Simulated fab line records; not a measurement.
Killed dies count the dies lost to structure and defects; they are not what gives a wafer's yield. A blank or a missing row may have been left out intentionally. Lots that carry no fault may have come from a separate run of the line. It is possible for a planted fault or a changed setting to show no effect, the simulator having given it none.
Which of the tools did it? / flow berkeley cmos170 / Sampling: 7 lots, 21 wafers, 2 of 331 route steps

## WHAT THE GAUGES READ, wafer by wafer
UCB170_GATE_CD_MEAS_90: target cd 350 nm.
lot=L202; measured=day 6 04:51; on=cd sem-01; cd nm (nm)=351.6 351.5 351.1
lot=L204; measured=day 7 07:31; on=cd sem-02; cd nm (nm)=350.9 349.8 348.4
lot=L208; measured=day 8 06:31; on=cd sem-01; cd nm (nm)=350.8 349.6 350.5
lot=L210; measured=day 8 17:01; on=cd sem-01; cd nm (nm)=349.7 347.4 350.9
lot=L214; measured=day 9 07:56; on=cd sem-01; cd nm (nm)=349.7 351.2 350.4
lot=L216; measured=day 9 15:01; on=cd sem-02; cd nm (nm)=350.9 349.9 352.6
lot=L219; measured=day 10 08:20; on=cd sem-01; cd nm (nm)=352.0 351.5 349.4

## WHAT TOOL EACH LOT RAN ON (gives the tool, then ch and the chambers of the sampled wafers, and finally the start)
lot=L202; UCB170_WELLDRIVE_OXIDATION_01=furnace-04 ch 0, day 3 16:29
lot=L204; UCB170_WELLDRIVE_OXIDATION_01=furnace-04 ch 0, day 4 08:46
lot=L208; UCB170_WELLDRIVE_OXIDATION_01=furnace-01 ch 0, day 5 10:49
lot=L210; UCB170_WELLDRIVE_OXIDATION_01=furnace-02 ch 0, day 5 14:41
lot=L214; UCB170_WELLDRIVE_OXIDATION_01=furnace-04 ch 0, day 6 06:01
lot=L216; UCB170_WELLDRIVE_OXIDATION_01=furnace-01 ch 0, day 6 15:39
lot=L219; UCB170_WELLDRIVE_OXIDATION_01=furnace-02 ch 0, day 7 05:59
- UCB170_WELLDRIVE_OXIDATION_01: target thk 199 nm, ox time 9000 s.

## THE ANSWER, worked out from the rows above alone
Rule: usual is defined by the lots themselves. The widest of any qualifying gaps counts: lots, ordered by their means at a reading, are off when they make up no more than a third of the lots, leave a main group of 4 or more, and stand apart from it by 3 or more times the standard deviation of that group's means. A main group is skipped when, at the precision printed for the reading in the tables above, its means are all equal. Also off: a lot with no number at a reading for which 4 or more lots have one. The other lots that the step has rows for count as sound.
Nothing can be told from this: no lot is off at any reading shown.

## WHAT THE SIMULATOR HAD INSERTED
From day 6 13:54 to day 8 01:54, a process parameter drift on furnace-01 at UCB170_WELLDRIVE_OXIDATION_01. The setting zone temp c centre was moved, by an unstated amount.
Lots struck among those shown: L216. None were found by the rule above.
